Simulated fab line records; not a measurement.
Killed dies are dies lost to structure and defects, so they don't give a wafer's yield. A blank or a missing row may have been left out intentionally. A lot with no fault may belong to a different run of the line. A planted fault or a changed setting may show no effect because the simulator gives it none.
What tool caused it?	flow berkeley cmos170	7 lots, 21 wafers sampled, at 1 step of a route of 331

== WHAT THE GAUGES SHOWED, per wafer ==
UCB170_WELLDRIVE_THK_MEAS_02.
lot	measured	on	WELLDRIVE_OXIDE_THK (nm)
L649	day 4 00:53	film metro-04	199 199 197
L650	day 4 14:22	film metro-04	201 200 201
L653	day 5 03:34	film metro-03	201 203 206
L659	day 6 03:25	film metro-03	195 196 195
L661	day 6 23:23	film metro-02	197 200 198
L666	day 8 01:52	film metro-04	202 203 204
L670	day 8 16:50	film metro-02	203 200 198

== WHICH TOOL RAN EACH LOT (tool, then ch and the chambers of the sampled wafers, then the start) ==
The record holds no process step before these readings.

== THE ANSWER, worked out from the rows above alone ==
Rule: usual is defined by the lots themselves. The widest of any qualifying gaps counts: lots, ordered by their means at a reading, are off when they make up no more than a third of the lots, leave a main group of 4 or more, and stand apart from it by 3 or more times the standard deviation of that group's means. If all means in a main group match to the digits the tables above print for the reading, that group is not used. A lot without any number at a reading at which 4 lots or more have one is off too. Where the step has rows for the other lots, those lots are counted as sound.
No lot is off on any of the readings shown, so nothing can be concluded from this.

== WHAT THE SIMULATOR HAD PUT IN ==
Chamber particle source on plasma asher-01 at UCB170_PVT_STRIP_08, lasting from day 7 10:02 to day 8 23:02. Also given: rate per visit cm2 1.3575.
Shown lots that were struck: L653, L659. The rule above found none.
